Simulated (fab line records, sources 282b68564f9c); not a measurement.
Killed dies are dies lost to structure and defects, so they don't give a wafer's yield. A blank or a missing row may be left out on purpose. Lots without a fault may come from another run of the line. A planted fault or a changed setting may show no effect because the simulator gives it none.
Problem report in the 8D (eight disciplines) form, filled by code | flow rit_cmos | the parts of the form that need people (team, actions taken, sign-off) are left out

1. THE PROBLEM
tube_center_temp_C at RIT_M1_ANNEAL_15 reads a mean of 455.06 C on 9 wafers of 3 lots; wafers without a fault read 450.01 C with a standard deviation of 0.041. That is +99 or more standard deviations from the usual mean.
The step: time 1839 s.
First seen on wafer L891.2, day 5 17:46, on furnace-02. The record holds 21 wafers of 7 lots with a number at this step. Rule for "out", or "out of limits": more than 4 standard deviations from the usual mean. The other wafers with a number count as sound.

2. WHAT IT IS AND WHAT IT IS NOT
question                    | is                                         | is not
which readings at this step | tube_center_temp_C, tube_center_temp_C_max | -
which lots                  | L891, L892, L893                           | L882, L883, L884, L890
which wafers of those lots  | all that have a number                     | -
read on which tools         | furnace-02                                 | -
when                        | from day 5 17:46                           | up to then (12 sound wafers)

3. SUSPECTS, AND WHAT RULES EACH OUT
Counting: a tool at a process step up to the reading stays a suspect if it ran every lot that is out and no sound lot after the first of them.
- furnace-02 at RIT_M1_ANNEAL_15 (time 1839 s): kept. It ran every lot that is out, first L891 (day 5 17:46), and no sound lot after that; its last sound lot up to then is L890 (day 5 04:33). Its own readings are out on those wafers: tube_center_temp_C, tube_center_temp_C_max.
Left after counting: furnace-02 at RIT_M1_ANNEAL_15.

4. THE CAUSE (what the simulator had put in)
Process parameter drift: furnace-02, from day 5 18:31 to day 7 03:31, at RIT_M1_ANNEAL_15. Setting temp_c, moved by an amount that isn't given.
Counting left only this tool.

5. THE CHAIN OF EFFECTS, in route order
Each row: a reading whose mean over the struck wafers that have a number lies more than 3 standard deviations from the usual. Only readings for which the record gives a usual standard deviation are gone through. hours: the time from each lot's start at the first step in this table that gives one to its start at this step, as a median over the lots. sigmas: the change in usual standard deviations.
hours | step             | reading                | usual    | on struck wafers | change | sigmas
0     | RIT_M1_ANNEAL_15 | spike_tc_centre_C      | 453.2 C  | 457.9            | +4.7   | +4.7
0     | RIT_M1_ANNEAL_15 | spike_tc_load_C        | 468.7 C  | 473.7            | +5.0   | +5.1
0     | RIT_M1_ANNEAL_15 | spike_tc_source_C      | 465.5 C  | 470.8            | +5.3   | +4.8
0     | RIT_M1_ANNEAL_15 | tube_center_temp_C     | 450.01 C | 455.06           | +5.05  | +99 or more
0     | RIT_M1_ANNEAL_15 | tube_center_temp_C_max | 451.13   | 456.10           | +4.97  | +28
The process steps in it:
- RIT_M1_ANNEAL_15: time 1839 s.
Later measuring or inspecting steps at which every struck wafer that the step has a row for has a number for every such reading, and none has moved that far: RIT_M1_BOW_MEAS_16.

6. WHAT WOULD HAVE CAUGHT IT SOONER
In this record the first reading out of limits was taken at day 5 17:46.
